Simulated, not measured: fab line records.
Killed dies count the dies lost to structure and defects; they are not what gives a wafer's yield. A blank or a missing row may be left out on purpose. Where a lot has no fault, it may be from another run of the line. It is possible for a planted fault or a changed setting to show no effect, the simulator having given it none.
Matching of chambers -- flow berkeley cmos170 -- UCB170_V2_CMP_02 on cmp-01 has 4 sister chambers
The step polishes SiO2. 8 wafers are shown with their chamber, then 9 later ones without.

## WAFERS WITH THEIR CHAMBER
wafer,chamber,motor current A (A)
L444.3,3,19.7
L449.4,2,17.2
L449.6,1,13.0
L451.4,3,19.1
L451.6,0,16.9
L450.2,0,16.1
L450.5,1,12.4
L450.6,2,17.6

## WAFERS WITHOUT THEIR CHAMBER
wafer,motor current A (A)
L456.1,19.3
L456.4,16.4
L456.5,17.5
L458.3,17.2
L458.4,18.9
L458.6,17.1
L462.3,16.3
L462.4,12.6
L462.6,17.1

## EACH ONE'S CHAMBER
wafer,from the rows above,in truth
L456.1,3,3
L456.4,0,0
L456.5,2,2
L458.3,can't be placed: 2 or 0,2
L458.4,3,3
L458.6,can't be placed: 2 or 0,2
L462.3,0,0
L462.4,1,1
L462.6,can't be placed: 2 or 0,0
Correct placement for 6 of the 9. Unplaceable from these rows: 3, with the true chamber sitting among the candidates in 3. 0 placed wrongly.
How it was worked out, from the rows above alone: a wafer's distance from a chamber is the root of the sum, over the readings, of the square of ((its reading less the chamber's mean) divided by the reading's scatter). The wafer belongs to the nearest chamber; if the next one is less than 2 further off, it can't be placed. A chamber's mean is the mean of its shown wafers. How the scatter is found: for the shown wafers, subtract from each reading the mean of its chamber, square and add these, divide the total by (wafers less chambers), then take the root.
